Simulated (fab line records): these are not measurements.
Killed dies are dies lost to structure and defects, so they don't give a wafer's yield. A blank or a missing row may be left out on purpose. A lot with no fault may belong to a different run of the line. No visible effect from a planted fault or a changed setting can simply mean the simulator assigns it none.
Comparing a struck lot with a sound one + flow ritCmos + 43 steps out of a route of 202
Sound: wafers L199.2, L199.4, L199.5. The struck wafers were L209.1, L209.2, L209.5. The cause is given at the end.
Order at every step that has rows: each side's tool, ch and its chambers, its first start. Under that, the readings that differ: sound wafers + struck wafers + difference of the means + sigmas: that difference in standard deviations of wafers without a fault.
alike: words and numbers the same on both sides, and readings whose means are apart by under 2 such deviations; not compared: readings that were withheld, readings missing a value for some wafer, numbers with overlapping values and no deviation given by the record, and bounds like >300 which may hide the same value.
A row with sigmas, a row that says differs or no value, or rows on one side alone: a step with any of these is where the two part. Non-overlapping numbers with no deviation appear without sigmas and do not part them. A reading missing from all wafers of one side parts the sides only when that side holds two or more wafers.

first, 1 step without rows for these wafers: RIT_PRETRO_DEVELOP_05 (develop time 68 s).
RIT_PRETRO_OVL_MEAS_06:
  sound on overlay-01 at day 2 09:10; struck on overlay-01 at day 4 13:19
  alike: PRETRO_OVL
then, 2 steps without rows for these wafers: RIT_PRETRO_HARDBAKE_07 (time 120 s); RIT_PRETRO_IMPLANT_08.
RIT_PRETRO_STRIP_09: strips in O2, time 180 s.
  sound on plasmaAsher-01 ch 0,1, day 2 09:36; struck on plasmaAsher-02 ch 0,1, day 4 13:45
  alike: drypumpMotorCurrentA, o2FlowSccm
  not compared: rfHoursCounterH
RIT_PRETRO_TW_MEAS_10:
  sound on filmMetro-01 at day 2 09:47; struck on filmMetro-02 at day 4 13:56
  alike: PRETRO_TW
then, 5 steps without rows for these wafers: RIT_GATE_WET_ETCH_00 (etches SiO2 in BOE, target depth 56 nm, time 60 s); RIT_GATE_CLEAN_01 (cleans in SC1, time 600 s); RIT_GATE_CLEAN_02 (cleans in dHF, time 30 s); RIT_GATE_CLEAN_03 (cleans in SC2, time 600 s); RIT_GATE_CLEAN_04 (cleans in dHF, time 60 s).
RIT_FOX2_THK_MEAS_91:
  sound on filmMetro-01 at day 2 10:19; struck on filmMetro-01 at day 4 14:25
  alike: FIELD_OXIDE_LEFT_2_THK
RIT_GATE_OXIDATION_05: target thk 3 nm, ox time 270 s.
  sound on furnace-04 ch 0, day 2 11:34; struck on furnace-04 ch 0, day 4 16:46
  alike: zonePowerCentrePct, zonePowerLoadPct
then, 1 step without rows for these wafers: RIT_GATE_ANNEAL_06 (time 600 s).
RIT_GATE_THK_MEAS_07:
  sound on filmMetro-02 at day 2 14:27; struck on filmMetro-04 at day 4 18:47
  alike: GATE_OXIDE_THK
then, 1 step without rows for these wafers: RIT_GATE_CVD_08 (deposits poly-Si from SiH4, target thk 250 nm, time 2220 s).
RIT_GATE_THK_MEAS_09:
  sound on filmMetro-01 at day 2 16:08; struck on filmMetro-02 at day 4 20:28
| reading            | sound             | struck            | difference | sigmas |
|--------------------|-------------------|-------------------|------------|--------|
| GATE_POLY_THK (nm) | 250.3 251.3 250.0 | 257.7 256.0 253.5 | +5.2       | +2     |
then, 6 steps without rows for these wafers: RIT_GATE_HMDS_10 (prime time 60 s); RIT_GATE_COAT_11 (resist thk 850 nm); RIT_GATE_SOFTBAKE_12 (time 60 s); RIT_GATE_EXPOSE_13 (exposes mask M6, target cd 150 nm); RIT_GATE_PEB_14; RIT_GATE_DEVELOP_15 (develop time 50 s).
RIT_GATE_CD_MEAS_16: target cd 150 nm.
  sound on cdSem-02 at day 2 17:03; struck on cdSem-02 at day 4 21:30
  alike: cdNm
RIT_GATE_OVL_MEAS_17:
  sound on overlay-02 at day 2 17:10; struck on overlay-02 at day 4 21:37
  alike: GATE_OVL
then, 1 step without rows for these wafers: RIT_GATE_HARDBAKE_18 (time 60 s).
RIT_GATE_ETCH_19: etches poly-Si in SF6/CHF3/O2, stops on SiO2, time 165 s, target depth 312.5 nm.
  sound on rieSi-02 ch 0,1, day 2 17:20; struck on rieSi-02 ch 1,2,3, day 4 21:48
  alike: O2_flow_sccm, drypumpMotorCurrentA, oesProductAu, rfFwdPowerW, throttleValvePct
  not compared: rfHoursCounterH
RIT_GATE_STRIP_20: strips in O2, time 180 s.
  sound on plasmaAsher-02 ch 0,1, day 2 17:26; struck on plasmaAsher-03 ch 0,1, day 4 21:55
  alike: drypumpMotorCurrentA, o2FlowSccm
  not compared: rfHoursCounterH
RIT_GATE_CD_MEAS_90: target cd 150 nm.
  sound on cdSem-01 at day 2 17:38; struck on cdSem-02 at day 4 22:05
  alike: cdNm
then, 4 steps without rows for these wafers: RIT_REOX_CLEAN_00 (cleans in SC1, time 600 s); RIT_REOX_CLEAN_01 (cleans in dHF, time 30 s); RIT_REOX_CLEAN_02 (cleans in SC2, time 600 s); RIT_REOX_OXIDATION_03 (target thk 25.2 nm, ox time 5580 s).
RIT_REOX_THK_MEAS_04:
  sound on filmMetro-03 at day 2 21:20; struck on filmMetro-03 at day 5 01:29
  alike: REOX_OXIDE_THK
then, 6 steps without rows for these wafers: RIT_NLDD_HMDS_00 (prime time 60 s); RIT_NLDD_COAT_01 (resist thk 1000 nm); RIT_NLDD_SOFTBAKE_02 (time 60 s); RIT_NLDD_EXPOSE_03 (exposes mask M7, target cd 40700 nm); RIT_NLDD_PEB_04; RIT_NLDD_DEVELOP_05 (develop time 50 s).
RIT_NLDD_OVL_MEAS_06:
  sound on overlay-02 at day 2 22:14; struck on overlay-02 at day 5 02:26
  alike: NLDD_OVL
then, 1 step without rows for these wafers: RIT_NLDD_HARDBAKE_07 (time 60 s).
RIT_M1_PROBE_99:
  sound on prober-01 at day 3 14:14; struck on prober-01 at day 5 18:22
| reading          | sound  | struck   | difference | sigmas |
|------------------|--------|----------|------------|--------|
| killedAtFrontEnd | 2 10 7 | 86 64 60 | +64        | +21    |
| killedDies       | 2 10 8 | 86 64 60 | +63        | +20    |
| killedOnRim      | 1 4 3  | 20 19 15 | +15        | +11    |
  alike: killedAtContacts, killedOpen, killedShort

## WHERE THEY PART
First at RIT_GATE_THK_MEAS_09; last, within this record, at RIT_M1_PROBE_99.

WHY: the cause the simulator had injected
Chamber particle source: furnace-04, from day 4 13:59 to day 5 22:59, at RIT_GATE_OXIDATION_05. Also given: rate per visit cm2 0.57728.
